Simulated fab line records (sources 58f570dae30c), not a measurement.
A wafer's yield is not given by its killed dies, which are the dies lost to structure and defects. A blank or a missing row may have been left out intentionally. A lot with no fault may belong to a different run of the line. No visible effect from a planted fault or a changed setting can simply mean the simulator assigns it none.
The tool behind it: which one? || flow berkeley_cmos170 || 14 lots with 42 wafers sampled at 2 steps, on a route of 331 steps

== WHAT THE GAUGES SHOWED, per wafer ==
UCB170_SPACER_THK_MEAS_01. Usual: SPACER_TEOS_THK gives 378 nm (standard deviation 6.4).
{"lot": "L563", "measured": "day 7 06:28", "on": "film_metro-04", "SPACER_TEOS_THK (nm)": "382 378 390", "flag": ""}
{"lot": "L567", "measured": "day 8 03:07", "on": "film_metro-04", "SPACER_TEOS_THK (nm)": "382 375 386", "flag": ""}
{"lot": "L564", "measured": "day 8 03:40", "on": "film_metro-01", "SPACER_TEOS_THK (nm)": "366 370 378", "flag": ""}
{"lot": "L565", "measured": "day 8 03:57", "on": "film_metro-01", "SPACER_TEOS_THK (nm)": "374 372 381", "flag": ""}
{"lot": "L566", "measured": "day 8 04:10", "on": "film_metro-04", "SPACER_TEOS_THK (nm)": "368 371 381", "flag": ""}
{"lot": "L568", "measured": "day 8 06:16", "on": "film_metro-04", "SPACER_TEOS_THK (nm)": "384 389 383", "flag": ""}
{"lot": "L571", "measured": "day 9 02:28", "on": "film_metro-03", "SPACER_TEOS_THK (nm)": "362 375 377", "flag": ""}
{"lot": "L570", "measured": "day 9 03:20", "on": "film_metro-04", "SPACER_TEOS_THK (nm)": "371 369 366", "flag": ""}
{"lot": "L573", "measured": "day 9 16:46", "on": "film_metro-04", "SPACER_TEOS_THK (nm)": "378 378 388", "flag": ""}
{"lot": "L576", "measured": "day 9 17:13", "on": "film_metro-01", "SPACER_TEOS_THK (nm)": "249 381 254", "flag": "OFF"}
{"lot": "L575", "measured": "day 9 18:24", "on": "film_metro-01", "SPACER_TEOS_THK (nm)": "373 370 379", "flag": ""}
{"lot": "L578", "measured": "day 10 02:52", "on": "film_metro-01", "SPACER_TEOS_THK (nm)": "253 376 254", "flag": "OFF"}
{"lot": "L583", "measured": "day 11 08:20", "on": "film_metro-03", "SPACER_TEOS_THK (nm)": "376 381 382", "flag": ""}
{"lot": "L585", "measured": "day 11 08:44", "on": "film_metro-04", "SPACER_TEOS_THK (nm)": "384 389 391", "flag": ""}

== EACH LOT AND THE TOOL THAT RAN IT (in order: tool; ch and the chambers of the sampled wafers; start) ==
{"lot": "L563", "UCB170_SPACER_CVD_00": "pecvd-02 ch 0,2, day 7 06:26"}
{"lot": "L567", "UCB170_SPACER_CVD_00": "pecvd-04 ch 0,1,2, day 8 03:04"}
{"lot": "L564", "UCB170_SPACER_CVD_00": "pecvd-03 ch 0,1,2, day 8 03:37"}
{"lot": "L565", "UCB170_SPACER_CVD_00": "pecvd-04 ch 0,1, day 8 03:53"}
{"lot": "L566", "UCB170_SPACER_CVD_00": "pecvd-03 ch 0,1, day 8 04:08"}
{"lot": "L568", "UCB170_SPACER_CVD_00": "pecvd-02 ch 0,2, day 8 06:13"}
{"lot": "L571", "UCB170_SPACER_CVD_00": "pecvd-03 ch 0,1,2, day 9 02:25"}
{"lot": "L570", "UCB170_SPACER_CVD_00": "pecvd-03 ch 0,1,2, day 9 03:17"}
{"lot": "L573", "UCB170_SPACER_CVD_00": "pecvd-04 ch 1,2, day 9 16:43"}
{"lot": "L576", "UCB170_SPACER_CVD_00": "pecvd-03 ch 1,2, day 9 17:09"}
{"lot": "L575", "UCB170_SPACER_CVD_00": "pecvd-04 ch 0,1, day 9 18:22"}
{"lot": "L578", "UCB170_SPACER_CVD_00": "pecvd-03 ch 1,2, day 10 02:49"}
{"lot": "L583", "UCB170_SPACER_CVD_00": "pecvd-02 ch 1,2, day 11 08:18"}
{"lot": "L585", "UCB170_SPACER_CVD_00": "pecvd-02 ch 0,2, day 11 08:42"}
- UCB170_SPACER_CVD_00: deposits SiO2 from TEOS/O2, target thk 376 nm, time 47 s.

== AS READ BY THE TOOLS THEMSELVES (means over the sampled wafers that have a number; for cases with no such wafer, the mark the record gives instead) ==
UCB170_SPACER_CVD_00. Usual: heater_power_w 247 W, standard deviation 61.
{"lot": "L563", "tool": "pecvd-02", "heater_power_w (W)": 236, "flag": ""}
{"lot": "L567", "tool": "pecvd-04", "heater_power_w (W)": 232, "flag": ""}
{"lot": "L564", "tool": "pecvd-03", "heater_power_w (W)": 306, "flag": ""}
{"lot": "L565", "tool": "pecvd-04", "heater_power_w (W)": 241, "flag": ""}
{"lot": "L566", "tool": "pecvd-03", "heater_power_w (W)": 284, "flag": ""}
{"lot": "L568", "tool": "pecvd-02", "heater_power_w (W)": 243, "flag": ""}
{"lot": "L571", "tool": "pecvd-03", "heater_power_w (W)": 301, "flag": ""}
{"lot": "L570", "tool": "pecvd-03", "heater_power_w (W)": 288, "flag": ""}
{"lot": "L573", "tool": "pecvd-04", "heater_power_w (W)": 201, "flag": ""}
{"lot": "L576", "tool": "pecvd-03", "heater_power_w (W)": 195, "flag": ""}
{"lot": "L575", "tool": "pecvd-04", "heater_power_w (W)": 248, "flag": ""}
{"lot": "L578", "tool": "pecvd-03", "heater_power_w (W)": 225, "flag": ""}
{"lot": "L583", "tool": "pecvd-02", "heater_power_w (W)": 198, "flag": ""}
{"lot": "L585", "tool": "pecvd-02", "heater_power_w (W)": 228, "flag": ""}

== THE ANSWER, worked out from the rows above alone ==
Rule: lot off if the mean of its wafers having a number is beyond 3 standard deviations from the usual mean. A lot without any number at a reading at which 4 lots or more have one is off too. The other lots that the step has rows for count as sound. The gauges are gone through in route order, then the tools' own readings, and for those a lot's mean is taken as printed above. The first step at which some lot is off is used, and at that step the reading that is off furthest; a lot without a number counts as furthest.
Off: L576, L578, seen at UCB170_SPACER_THK_MEAS_01 (SPACER_TEOS_THK).
A tool fits if, at a process step before that reading, it ran every lot that is off, and no sound lot after the first of them. Gauges at UCB170_SPACER_THK_MEAS_01: tried the same way as those tools. One fits: pecvd-03 at UCB170_SPACER_CVD_00. Its last sound lot is L570 (day 9 03:17), its first lot that is off L576 (day 9 17:09): a fault that began between those two fits.

== WHAT WAS PUT IN BY THE SIMULATOR ==
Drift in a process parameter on pecvd-03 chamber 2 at UCB170_SPACER_CVD_00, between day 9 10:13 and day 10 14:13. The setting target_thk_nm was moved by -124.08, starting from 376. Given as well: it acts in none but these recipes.
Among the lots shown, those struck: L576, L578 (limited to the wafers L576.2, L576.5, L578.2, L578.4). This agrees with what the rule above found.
